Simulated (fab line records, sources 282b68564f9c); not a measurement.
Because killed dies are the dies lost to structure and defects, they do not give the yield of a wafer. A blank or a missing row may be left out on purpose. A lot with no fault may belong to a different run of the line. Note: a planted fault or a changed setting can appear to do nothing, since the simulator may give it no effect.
Comparing a struck lot with a sound one :: flow rit-cmos :: 17 out of 202 route steps
Sound: these wafers, L465.1, L465.4, L465.5. Struck: wafers L458.3, L458.4, L458.6. The cause is given at the end.
Per side, at each step with rows, come the tool, then ch with its chambers, and then its first start. Under that, the readings that differ: sound wafers :: struck wafers :: difference of the means :: sigmas: that difference in standard deviations of wafers without a fault.
alike: words and numbers the same on both sides, and readings whose means are apart by under 2 such deviations; not compared: readings that were withheld, readings missing a value for some wafer, numbers with overlapping values and no deviation given by the record, and bounds like >300 which may hide the same value.
The two part at a step that has a row with sigmas, a row that says differs or no value, or rows on one side only. When numbers do not overlap yet have no deviation, they are printed without sigmas and do not part them. A reading missing from all wafers of one side parts the sides only when that side holds two or more wafers.

first, 4 steps without rows for these wafers: RIT_NLDD_SOFTBAKE_02 (time 60 s); RIT_NLDD_EXPOSE_03 (exposes mask M7, target cd 40700 nm); RIT_NLDD_PEB_04; RIT_NLDD_DEVELOP_05 (develop time 50 s).
RIT_NLDD_OVL_MEAS_06:
  sound on overlay-02, day 7 06:42; struck on overlay-01, day 5 22:49
  alike: NLDD_OVL
then, 2 steps without rows for these wafers: RIT_NLDD_HARDBAKE_07 (time 60 s); RIT_NLDD_IMPLANT_08.
RIT_NLDD_STRIP_09: strips in O2, time 180 s.
  sound on plasma-asher-04 ch 0,1, day 7 07:07; struck on plasma-asher-04 ch 0,1, day 5 23:12
  alike: drypump-motor-current-A, rf-refl-power-W
  not compared: rf-hours-counter-h
RIT_NLDD_TW_MEAS_10:
  sound on film-metro-02, day 7 07:17; struck on film-metro-02, day 5 23:20
  alike: NLDD_TW
then, 3 steps without rows for these wafers: RIT_PLDD_HMDS_00 (prime time 60 s); RIT_PLDD_COAT_01 (resist thk 1000 nm); RIT_PLDD_SOFTBAKE_02 (time 58.53 s).
RIT_PLDD_EXPOSE_03: exposes mask M8, target cd 40900 nm.
  sound on iline-stepper-01 ch 0, day 7 07:55; struck on iline-stepper-02 ch 0, day 5 23:52
reading: model.PLDD.overlay-x-nm (nm)
sound: 0.5635 0.5635 0.5635
struck: 130 130 130
difference: +129
sigmas: 
  alike: mask
then, 2 steps without rows for these wafers: RIT_PLDD_PEB_04; RIT_PLDD_DEVELOP_05 (develop time 50 s).
RIT_PLDD_OVL_MEAS_06:
  sound on overlay-01, day 7 08:19; struck on overlay-01, day 6 00:27
reading: PLDD_OVL (nm)
sound: 0.0 1.5 -0.7
struck: 129.5 130.5 130.2
difference: +129.8
sigmas: +72
  not compared: hold
RIT_M1_PROBE_99:
  the record holds rows for the sound wafers here (prober-01, day 7 23:13) but none for the struck ones

== WHERE THEY PART ==
Earliest at RIT_PLDD_OVL_MEAS_06; latest, in this record, at RIT_M1_PROBE_99.

WHY: whatever the simulator had introduced
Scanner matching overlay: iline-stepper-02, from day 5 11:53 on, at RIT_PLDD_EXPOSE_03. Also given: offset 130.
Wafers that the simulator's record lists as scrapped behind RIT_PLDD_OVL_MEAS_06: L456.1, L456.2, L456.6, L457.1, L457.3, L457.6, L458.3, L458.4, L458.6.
